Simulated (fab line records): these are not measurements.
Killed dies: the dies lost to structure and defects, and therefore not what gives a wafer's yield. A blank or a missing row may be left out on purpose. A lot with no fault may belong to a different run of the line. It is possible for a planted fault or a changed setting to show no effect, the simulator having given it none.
The tool behind it: which one? || flow berkeley cmos170 || 7 lots, 21 wafers sampled, at 4 steps of a route of 331

WHAT THE GAUGES SHOWED, per wafer
UCB170_PSD_CD_MEAS_06: target cd 1200 nm.
{"lot": "L291", "measured": "day 6 09:32", "on": "cd sem-01", "cd nm (nm)": "1200.6 1199.7 1202.1"}
{"lot": "L295", "measured": "day 7 07:25", "on": "cd sem-02", "cd nm (nm)": "1199.4 1198.9 1200.1"}
{"lot": "L298", "measured": "day 7 17:56", "on": "cd sem-01", "cd nm (nm)": "1198.4 1197.3 1199.1"}
{"lot": "L302", "measured": "day 8 06:47", "on": "cd sem-02", "cd nm (nm)": "1201.7 1201.0 1200.0"}
{"lot": "L301", "measured": "day 8 06:31", "on": "cd sem-01", "cd nm (nm)": "1199.0 1199.3 1200.1"}
{"lot": "L305", "measured": "day 9 12:01", "on": "cd sem-02", "cd nm (nm)": "1200.5 1199.6 1201.3"}
{"lot": "L308", "measured": "day 10 05:32", "on": "cd sem-01", "cd nm (nm)": "1198.6 1198.3 1197.0"}

WHAT TOOL EACH LOT RAN ON (gives the tool, then ch and the chambers of the sampled wafers, and finally the start)
{"lot": "L291", "UCB170_PWELL_ETCH_14": "rie diel-02 ch 0,1,2, day 3 07:34", "UCB170_SCREENOX_WET_ETCH_00": "wet bench-01 ch 2, day 5 03:53", "UCB170_GATE_ETCH_14": "rie diel-04 ch 1,2, day 5 23:22"}
{"lot": "L295", "UCB170_PWELL_ETCH_14": "rie diel-04 ch 0,2, day 4 02:14", "UCB170_SCREENOX_WET_ETCH_00": "wet bench-03 ch 0, day 5 21:07", "UCB170_GATE_ETCH_14": "rie diel-03 ch 0,2, day 6 20:35"}
{"lot": "L298", "UCB170_PWELL_ETCH_14": "rie diel-02 ch 0,1, day 4 14:28", "UCB170_SCREENOX_WET_ETCH_00": "wet bench-03 ch 0, day 6 08:45", "UCB170_GATE_ETCH_14": "rie diel-03 ch 0,3, day 7 06:09"}
{"lot": "L302", "UCB170_PWELL_ETCH_14": "rie diel-02 ch 0,2, day 4 22:18", "UCB170_SCREENOX_WET_ETCH_00": "wet bench-03 ch 0, day 6 18:13", "UCB170_GATE_ETCH_14": "rie diel-03 ch 1,2,3, day 7 17:14"}
{"lot": "L301", "UCB170_PWELL_ETCH_14": "rie diel-04 ch 0,2,3, day 4 22:46", "UCB170_SCREENOX_WET_ETCH_00": "wet bench-03 ch 2, day 6 18:13", "UCB170_GATE_ETCH_14": "rie diel-01 ch 1,3, day 7 17:22"}
{"lot": "L305", "UCB170_PWELL_ETCH_14": "rie diel-04 ch 0,1,2, day 5 17:58", "UCB170_SCREENOX_WET_ETCH_00": "wet bench-03 ch 1, day 7 22:41", "UCB170_GATE_ETCH_14": "rie diel-03 ch 0,1,3, day 9 00:43"}
{"lot": "L308", "UCB170_PWELL_ETCH_14": "rie diel-02 ch 2,3, day 6 15:26", "UCB170_SCREENOX_WET_ETCH_00": "wet bench-03 ch 0, day 8 15:56", "UCB170_GATE_ETCH_14": "rie diel-04 ch 0,3, day 9 17:46"}
- UCB170_PWELL_ETCH_14: etches Si3N4 in CH3F/Ar/O2, stops on SiO2, target depth 242 nm, time 151 s.
- UCB170_SCREENOX_WET_ETCH_00: etches SiO2 in dHF, time 200 s.
- UCB170_GATE_ETCH_14: etches BARC in N2/H2.

THE ANSWER, worked out from the rows above alone
Rule: usual is defined by the lots themselves. Put in order of their means at a reading, lots are off if they are a third of the lots or fewer, leave a main group of 4 or more, and stand apart from it by a gap of 3 or more times the standard deviation of the main group's means; of several such gaps the widest counts. The tables above print the reading to a certain number of digits; a main group whose means all agree to those digits is not used. Also off: a lot with no number at a reading for which 4 or more lots have one. Where the step has rows for the other lots, those lots are counted as sound.
Nothing can be told from this: no lot is off at any reading shown.

WHAT THE SIMULATOR HAD INSERTED
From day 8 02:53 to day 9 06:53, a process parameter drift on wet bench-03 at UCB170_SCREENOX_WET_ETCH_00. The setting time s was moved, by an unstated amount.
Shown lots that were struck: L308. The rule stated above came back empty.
